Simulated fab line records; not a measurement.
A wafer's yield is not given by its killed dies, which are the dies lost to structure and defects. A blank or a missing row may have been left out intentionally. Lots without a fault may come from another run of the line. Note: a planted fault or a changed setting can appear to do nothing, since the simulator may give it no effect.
Which tool is to blame? | flow ritCmos | Sampling: 7 lots, 21 wafers, 2 of 202 route steps

WHAT THE GAUGES READ, wafer by wafer
RIT_PLDD_TW_MEAS_10.
lot  | measured    | on           | PLDD_TW
L761 | day 3 14:36 | filmMetro-02 | 2311 2292 2298
L765 | day 4 11:45 | filmMetro-02 | 2307 2298 2309
L771 | day 5 14:56 | filmMetro-02 | 2302 2298 2301
L774 | day 6 06:40 | filmMetro-01 | 30 30 30
L776 | day 6 09:34 | filmMetro-04 | 2341 2344 2338
L779 | day 7 20:49 | filmMetro-02 | 2315 2303 2311
L780 | day 7 21:19 | filmMetro-01 | 2348 2355 2351

TOOL THAT RAN EACH LOT (tool first, then ch and the chambers of the sampled wafers, then the start)
lot  | RIT_NLDD_STRIP_09
L761 | plasmaAsher-03 ch 0,1, day 3 12:49
L765 | plasmaAsher-04 ch 0,1, day 4 09:56
L771 | plasmaAsher-01 ch 0,1, day 5 13:11
L774 | plasmaAsher-01 ch 0, day 6 04:57
L776 | plasmaAsher-03 ch 0,1, day 6 07:52
L779 | plasmaAsher-01 ch 0,1, day 7 19:05
L780 | plasmaAsher-04 ch 0,1, day 7 19:20
- RIT_NLDD_STRIP_09: strips in O2, time 180 s.

THE ANSWER, worked out from the rows above alone
Rule: usual is defined by the lots themselves. Put in order of their means at a reading, lots are off if they are a third of the lots or fewer, leave a main group of 4 or more, and stand apart from it by a gap of 3 or more times the standard deviation of the main group's means; of several such gaps the widest counts. The tables above print the reading to a certain number of digits; a main group whose means all agree to those digits is not used. Also off: a lot with no number at a reading for which 4 or more lots have one. The other lots that the step has rows for count as sound.
Off: L774, seen at RIT_PLDD_TW_MEAS_10 (PLDD_TW). The main group has a mean of 2318 with a standard deviation of 20.
If a tool, at a process step before that reading, ran all the lots that are off and no sound lot after the first of them, it fits. The gauges at RIT_PLDD_TW_MEAS_10 are tried like those tools. Of those tried, none fits.

WHAT HAD BEEN PUT IN BY THE SIMULATOR
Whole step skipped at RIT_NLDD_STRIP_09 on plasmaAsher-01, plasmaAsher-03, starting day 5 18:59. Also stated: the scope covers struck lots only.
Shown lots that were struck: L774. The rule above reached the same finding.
